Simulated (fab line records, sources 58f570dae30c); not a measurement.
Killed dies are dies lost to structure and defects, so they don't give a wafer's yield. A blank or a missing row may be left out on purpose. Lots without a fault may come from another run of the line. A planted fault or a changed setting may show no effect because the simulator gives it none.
A struck lot beside a sound one | flow berkeley_cmos170 | 15 steps out of a route of 331
Sound: wafers L625.1, L625.5, L625.6. Struck: wafers L621.3, L621.4, L621.5. The cause comes at the end.
At each step with rows: each side's tool, then ch and its chambers, then its first start. Under that, the readings that differ: sound wafers | struck wafers | difference of the means | sigmas: that difference in standard deviations of wafers without a fault.
alike: readings whose means differ by less than 2 such deviations, and words and numbers that are the same on both sides. not compared: withheld readings, readings that some wafer has no value for, bounds like >300 that may hide the same value, and numbers for which the record gives no deviation and whose values overlap.
The two part at a step that has a row with sigmas, a row that says differs or no value, or rows on one side only. Numbers that don't overlap but have no deviation are shown without sigmas and don't part them. A reading that every wafer of one side lacks parts them only if that side has two wafers or more.

UCB170_GATE_ETCH_15: etches poly-Si in HBr/Cl2, stops on SiO2, time 56.3 s, target depth 278.2 nm.
  sound on rie_si-01 ch 0,1,3, day 11 18:22; struck on rie_si-02 ch 0,1,2, day 10 18:41
  alike: drypump_motor_current_A, oes_product_au, throttle_valve_pct
  not compared: rf_hours_counter_h
UCB170_GATE_STRIP_16: strips in O2.
  sound on plasma_asher-04 ch 0,1, day 11 18:25; struck on plasma_asher-04 ch 0,1, day 10 18:46
  alike: drypump_motor_current_A, oes_product_au
  not compared: rf_hours_counter_h
UCB170_GATE_CD_MEAS_90: target cd 350 nm.
  sound on cd_sem-02, day 11 18:39; struck on cd_sem-01, day 10 18:59
  alike: cd_nm
then, 7 steps without rows for these wafers: UCB170_GATE_CLEAN_17 (cleans in SPM, time 600 s); UCB170_PLDD_HMDS_00 (prime time 60 s); UCB170_PLDD_COAT_01 (resist thk 900 nm); UCB170_PLDD_SOFTBAKE_02 (time 60 s); UCB170_PLDD_EXPOSE_03 (exposes mask PSELECT, target cd 1200 nm); UCB170_PLDD_PEB_04; UCB170_PLDD_DEVELOP_05 (develop time 45 s).
UCB170_PLDD_CD_MEAS_06: target cd 1200 nm.
  sound on cd_sem-02, day 11 20:27; struck on cd_sem-02, day 10 20:37
  alike: cd_nm
UCB170_PLDD_OVL_MEAS_07:
  sound on overlay-01, day 11 20:34; struck on overlay-02, day 10 20:42
  alike: PLDD_OVL
UCB170_PLDD_IMPLANT_08:
  sound on implanter-01 ch 0, day 11 20:37; struck on implanter-03 ch 0, day 10 20:47
  reading                   | sound                | struck               | difference | sigmas
  beam_energy_keV           | 9.9945 9.9951 10.002 | 9.1338 9.1356 9.1313 | -0.8636    | -99 or more
  beam_on_s (s)             | 10.1 9.9 9.7         | 13.2 12.9 12.2       | +2.9       | +5
  faraday_current_uA        | 157 160 163          | 119 123 129          | -36        | -4
  model.implant.rp_nm (nm)  | 10.38 10.38 10.38    | 9.691 9.691 9.691    | -0.689     |
  model.implant.drp_nm (nm) | 6.005 6.005 6.005    | 5.638 5.638 5.638    | -0.367     |
then, 2 steps without rows for these wafers: UCB170_PLDD_IMPLANT_09; UCB170_M3_PROBE_99.

WHERE THEY PART
Only at UCB170_PLDD_IMPLANT_08, within this record.

WHY: what the simulator had put in
Process parameter drift: implanter-03, from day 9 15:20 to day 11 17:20, at UCB170_PLDD_IMPLANT_08. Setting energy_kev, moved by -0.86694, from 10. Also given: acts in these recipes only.
